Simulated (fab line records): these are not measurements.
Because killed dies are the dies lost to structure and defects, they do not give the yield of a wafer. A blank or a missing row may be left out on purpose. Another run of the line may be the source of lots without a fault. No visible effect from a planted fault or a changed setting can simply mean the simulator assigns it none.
Comparing a struck lot with a sound one	flow berkeleyCmos170	16 out of 331 route steps
Sound: the wafers L323.1, L323.4, L323.6. Struck: wafer L314.3 (L314.1, L314.5, from the same lot, were not struck and are left out); the cause is given at the end.
At each step with rows: each side's tool, then ch and its chambers, then its first start. Under that, the readings that differ: sound wafers	struck wafers	difference of the means	sigmas: that difference in standard deviations of wafers without a fault.
alike: a reading whose means differ by less than 2 such deviations, as well as words and numbers matching on both sides. not compared: withheld readings; readings where some wafer has no value; bounds like >300 that might hide an equal value; numbers whose values overlap and for which the record gives no deviation.
A row with sigmas, a row that says differs or no value, or rows on one side alone: a step with any of these is where the two part. Non-overlapping numbers with no deviation appear without sigmas and do not part them. Lack of a reading on every wafer of one side parts them only where that side has two or more wafers.

UCB170_V2_CMP_02: polishes SiO2.
  sound on cmp-02 ch 0,1, day 12 01:49; struck on cmp-02 ch 3, day 11 02:58
  alike: motorCurrentA
UCB170_V2_BOW_MEAS_03:
  sound on filmMetro-04, day 12 02:07; struck on filmMetro-03, day 11 03:16
  alike: V2_BOW
UCB170_V2_THK_MEAS_04:
  sound on filmMetro-04, day 12 02:14; struck on filmMetro-03, day 11 03:23
  alike: V2_POLISHED_THK
then, 7 steps without rows for these wafers: UCB170_V2_CLEAN_05 (cleans in DIW); UCB170_V2_HMDS_06 (prime time 60 s); UCB170_V2_COAT_07 (resist thk 900 nm); UCB170_V2_SOFTBAKE_08 (time 60 s); UCB170_V2_EXPOSE_09 (exposes mask VIA2, target cd 700 nm); UCB170_V2_PEB_10; UCB170_V2_DEVELOP_11 (develop time 45 s).
UCB170_V2_CD_MEAS_12: target cd 700 nm.
  sound on cdSem-02, day 12 03:52; struck on cdSem-02, day 11 04:36
reading	sound	struck	difference	sigmas
cdNm (nm)	701.4 702.1 702.3	699.3	-2.6	-2
UCB170_V2_OVL_MEAS_13:
  sound on overlay-01, day 12 03:59; struck on overlay-01, day 11 04:43
  alike: V2_OVL
UCB170_V2_ETCH_14: etches SiO2 in CHF3/CF4/Ar, stops on Al, target depth 1250 nm, time 291 s.
  sound on rieDiel-04 ch 0,2,3, day 12 04:02; struck on rieDiel-03 ch 1, day 11 04:45
reading	sound	struck	difference	sigmas
rfFwdPowerW (W)	699.8 698.0 700.4	416.8	-282.6	-99 or more
model.KrF_of_V2_COAT_07.thkNm (nm)	611.4 607.3 618.6	678.6	+66.2	
model.V2.featureDepthNm (nm)	999.3 1000 1000	959.4	-40.4	
model.etch.depthNm (nm)	999.3 1000 1000	959.4	-40.4	
  alike: drypumpMotorCurrentA, oesProductAu, throttleValvePct
  not compared: rfHoursCounterH
UCB170_V2_STRIP_15: strips in O2.
  sound on plasmaAsher-04 ch 1, day 12 04:13; struck on plasmaAsher-04 ch 1, day 11 04:56
reading	sound	struck	difference	sigmas
stripTimeToEndpointS (s)	15.33 15.25 15.53	16.87	+1.50	+14
  alike: drypumpMotorCurrentA, oesProductAu
  not compared: rfHoursCounterH
UCB170_V2_CD_MEAS_90: target cd 700 nm.
  sound on cdSem-01, day 12 04:19; struck on cdSem-01, day 11 05:19
reading	sound	struck	difference	sigmas
cdNm (nm)	701.6 702.1 702.5	694.4	-7.7	-6
  not compared: hold
then, 1 step without rows for these wafers: UCB170_M3_PRE_CLEAN_00 (preclean etch time 60 s).

== WHERE THEY PART ==
At UCB170_V2_CD_MEAS_12 first; at UCB170_V2_CD_MEAS_90 last (within this record only).

WHY: whatever the simulator had introduced
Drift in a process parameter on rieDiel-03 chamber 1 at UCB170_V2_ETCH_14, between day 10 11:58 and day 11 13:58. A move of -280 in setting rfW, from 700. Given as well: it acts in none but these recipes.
